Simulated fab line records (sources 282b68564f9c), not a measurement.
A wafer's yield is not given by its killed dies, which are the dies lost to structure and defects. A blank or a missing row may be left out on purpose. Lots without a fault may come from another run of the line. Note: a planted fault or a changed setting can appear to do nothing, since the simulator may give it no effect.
Which tool is to blame? || flow rit-cmos || Sampling: 13 lots, 39 wafers, 3 of 202 route steps

== WHAT EACH GAUGE READ, for each wafer ==
RIT_M1_RS_MEAS_01: measurement is done with a four-point probe. Usual: for M1_AL_RS the level is 0.0737 ohm/sq and the standard deviation is 0.00076.
{"lot": "L185", "measured": "day 3 05:37", "on": "film-metro-02", "M1_AL_RS (ohm/sq)": "0.0739 0.0738 0.0736", "flag": ""}
{"lot": "L186", "measured": "day 3 12:01", "on": "film-metro-03", "M1_AL_RS (ohm/sq)": "0.0746 0.0739 0.0740", "flag": ""}
{"lot": "L187", "measured": "day 3 15:43", "on": "film-metro-02", "M1_AL_RS (ohm/sq)": "0.0745 0.0738 0.0732", "flag": ""}
{"lot": "L188", "measured": "day 3 19:49", "on": "film-metro-04", "M1_AL_RS (ohm/sq)": "0.0738 0.0732 0.0733", "flag": ""}
{"lot": "L189", "measured": "day 4 02:34", "on": "film-metro-03", "M1_AL_RS (ohm/sq)": "0.1916 0.0727 0.0718", "flag": "OFF"}
{"lot": "L190", "measured": "day 4 11:08", "on": "film-metro-03", "M1_AL_RS (ohm/sq)": "0.0747 0.0742 0.0745", "flag": ""}
{"lot": "L198", "measured": "day 5 23:53", "on": "film-metro-04", "M1_AL_RS (ohm/sq)": "0.0740 0.0746 0.0745", "flag": ""}
{"lot": "L199", "measured": "day 6 08:41", "on": "film-metro-03", "M1_AL_RS (ohm/sq)": "0.0756 0.0745 0.0749", "flag": ""}
{"lot": "L202", "measured": "day 6 23:29", "on": "film-metro-04", "M1_AL_RS (ohm/sq)": "0.0747 0.0738 0.0740", "flag": ""}
{"lot": "L203", "measured": "day 7 03:01", "on": "film-metro-02", "M1_AL_RS (ohm/sq)": "0.0729 0.0728 0.0724", "flag": ""}
{"lot": "L204", "measured": "day 7 06:56", "on": "film-metro-04", "M1_AL_RS (ohm/sq)": "0.0742 0.0746 0.0740", "flag": ""}
{"lot": "L206", "measured": "day 7 17:17", "on": "film-metro-03", "M1_AL_RS (ohm/sq)": "0.0733 0.0730 0.0736", "flag": ""}
{"lot": "L207", "measured": "day 7 23:39", "on": "film-metro-03", "M1_AL_RS (ohm/sq)": "0.0743 0.0745 0.0740", "flag": ""}

RIT_M1_THK_MEAS_02: measures by xrf. Usual: for M1_AL_THK the level is 394 nm and the standard deviation is 4.6.
{"lot": "L185", "measured": "day 3 05:43", "on": "film-metro-02", "M1_AL_THK (nm)": "392 392 395", "flag": ""}
{"lot": "L186", "measured": "day 3 12:08", "on": "film-metro-03", "M1_AL_THK (nm)": "389 395 394", "flag": ""}
{"lot": "L187", "measured": "day 3 15:50", "on": "film-metro-02", "M1_AL_THK (nm)": "389 394 396", "flag": ""}
{"lot": "L188", "measured": "day 3 19:56", "on": "film-metro-04", "M1_AL_THK (nm)": "393 397 394", "flag": ""}
{"lot": "L189", "measured": "day 4 02:41", "on": "film-metro-03", "M1_AL_THK (nm)": "159 402 406", "flag": "OFF"}
{"lot": "L190", "measured": "day 4 11:16", "on": "film-metro-03", "M1_AL_THK (nm)": "392 393 392", "flag": ""}
{"lot": "L198", "measured": "day 5 23:59", "on": "film-metro-04", "M1_AL_THK (nm)": "387 387 387", "flag": ""}
{"lot": "L199", "measured": "day 6 08:48", "on": "film-metro-03", "M1_AL_THK (nm)": "388 392 390", "flag": ""}
{"lot": "L202", "measured": "day 6 23:36", "on": "film-metro-04", "M1_AL_THK (nm)": "384 392 390", "flag": ""}
{"lot": "L203", "measured": "day 7 03:08", "on": "film-metro-02", "M1_AL_THK (nm)": "395 398 399", "flag": ""}
{"lot": "L204", "measured": "day 7 07:03", "on": "film-metro-04", "M1_AL_THK (nm)": "390 388 389", "flag": ""}
{"lot": "L206", "measured": "day 7 17:23", "on": "film-metro-03", "M1_AL_THK (nm)": "399 399 395", "flag": ""}
{"lot": "L207", "measured": "day 7 23:46", "on": "film-metro-03", "M1_AL_THK (nm)": "391 388 393", "flag": ""}

== WHAT TOOL EACH LOT RAN ON (gives the tool, then ch and the chambers of the sampled wafers, and finally the start) ==
{"lot": "L185", "RIT_M1_SPUTTER_00": "pvd-sputter-03, day 3 05:16"}
{"lot": "L186", "RIT_M1_SPUTTER_00": "pvd-sputter-02, day 3 11:43"}
{"lot": "L187", "RIT_M1_SPUTTER_00": "pvd-sputter-03, day 3 15:25"}
{"lot": "L188", "RIT_M1_SPUTTER_00": "pvd-sputter-02, day 3 19:32"}
{"lot": "L189", "RIT_M1_SPUTTER_00": "pvd-sputter-03, day 4 02:16"}
{"lot": "L190", "RIT_M1_SPUTTER_00": "pvd-sputter-02, day 4 10:50"}
{"lot": "L198", "RIT_M1_SPUTTER_00": "pvd-sputter-02, day 5 23:34"}
{"lot": "L199", "RIT_M1_SPUTTER_00": "pvd-sputter-01, day 6 08:23"}
{"lot": "L202", "RIT_M1_SPUTTER_00": "pvd-sputter-02, day 6 23:11"}
{"lot": "L203", "RIT_M1_SPUTTER_00": "pvd-sputter-01, day 7 02:43"}
{"lot": "L204", "RIT_M1_SPUTTER_00": "pvd-sputter-02, day 7 06:38"}
{"lot": "L206", "RIT_M1_SPUTTER_00": "pvd-sputter-03, day 7 16:58"}
{"lot": "L207", "RIT_M1_SPUTTER_00": "pvd-sputter-02, day 7 23:22"}
- RIT_M1_SPUTTER_00: material Al, target thk 400 nm, time 500 s.

== WHAT THE TOOLS THEMSELVES READ (means of the sampled wafers that have a number; where no wafer has one, the mark that the record gives instead) ==
RIT_M1_SPUTTER_00. Usual: cathode-dc-power-W 2000.0 W, standard deviation 0.35; substrate-temp-c 25.01 C, standard deviation 0.11; throttle-valve-pct 30.1 %, standard deviation 1.3.
{"lot": "L185", "tool": "pvd-sputter-03", "cathode-dc-power-W (W)": 2000.1, "substrate-temp-c (C)": 24.93, "throttle-valve-pct (%)": 30.6, "flag": ""}
{"lot": "L186", "tool": "pvd-sputter-02", "cathode-dc-power-W (W)": 2000.2, "substrate-temp-c (C)": 24.99, "throttle-valve-pct (%)": 29.2, "flag": ""}
{"lot": "L187", "tool": "pvd-sputter-03", "cathode-dc-power-W (W)": 2000.0, "substrate-temp-c (C)": 24.99, "throttle-valve-pct (%)": 31.0, "flag": ""}
{"lot": "L188", "tool": "pvd-sputter-02", "cathode-dc-power-W (W)": 2000.0, "substrate-temp-c (C)": 25.06, "throttle-valve-pct (%)": 30.0, "flag": ""}
{"lot": "L189", "tool": "pvd-sputter-03", "cathode-dc-power-W (W)": 1601.7, "substrate-temp-c (C)": 25.02, "throttle-valve-pct (%)": 30.9, "flag": "OFF"}
{"lot": "L190", "tool": "pvd-sputter-02", "cathode-dc-power-W (W)": 2000.1, "substrate-temp-c (C)": 24.99, "throttle-valve-pct (%)": 30.7, "flag": ""}
{"lot": "L198", "tool": "pvd-sputter-02", "cathode-dc-power-W (W)": 1999.9, "substrate-temp-c (C)": 24.99, "throttle-valve-pct (%)": 29.3, "flag": ""}
{"lot": "L199", "tool": "pvd-sputter-01", "cathode-dc-power-W (W)": 1999.9, "substrate-temp-c (C)": 24.91, "throttle-valve-pct (%)": 29.5, "flag": ""}
{"lot": "L202", "tool": "pvd-sputter-02", "cathode-dc-power-W (W)": 2000.3, "substrate-temp-c (C)": 25.08, "throttle-valve-pct (%)": 30.1, "flag": ""}
{"lot": "L203", "tool": "pvd-sputter-01", "cathode-dc-power-W (W)": 2000.0, "substrate-temp-c (C)": 24.97, "throttle-valve-pct (%)": 30.4, "flag": ""}
{"lot": "L204", "tool": "pvd-sputter-02", "cathode-dc-power-W (W)": 1999.6, "substrate-temp-c (C)": 25.07, "throttle-valve-pct (%)": 30.0, "flag": ""}
{"lot": "L206", "tool": "pvd-sputter-03", "cathode-dc-power-W (W)": 2000.0, "substrate-temp-c (C)": 25.12, "throttle-valve-pct (%)": 30.9, "flag": ""}
{"lot": "L207", "tool": "pvd-sputter-02", "cathode-dc-power-W (W)": 1999.9, "substrate-temp-c (C)": 25.06, "throttle-valve-pct (%)": 28.7, "flag": ""}

== THE ANSWER, worked out from the rows above alone ==
Rule: a lot counts as off when the mean over its wafers that have a number is more than 3 standard deviations away from the usual mean. A lot without any number at a reading at which 4 lots or more have one is off too. Where the step has rows for the other lots, those lots are counted as sound. First the gauges in route order, then the tools' own readings, where a lot's mean is used as printed above. The first step at which some lot is off is used, and at that step the reading that is off furthest; a lot without a number counts as furthest.
Off: L189, seen at RIT_M1_RS_MEAS_01 (M1_AL_RS).
A tool fits if, at a process step before that reading, it ran every lot that is off, and no sound lot after the first of them. The gauges at RIT_M1_RS_MEAS_01 aren't tried: what is off there is off at RIT_M1_SPUTTER_00 too, on other tools, and a gauge's error can't cause that. Not one of the candidates tried fits.

== WHAT HAD BEEN PUT IN BY THE SIMULATOR ==
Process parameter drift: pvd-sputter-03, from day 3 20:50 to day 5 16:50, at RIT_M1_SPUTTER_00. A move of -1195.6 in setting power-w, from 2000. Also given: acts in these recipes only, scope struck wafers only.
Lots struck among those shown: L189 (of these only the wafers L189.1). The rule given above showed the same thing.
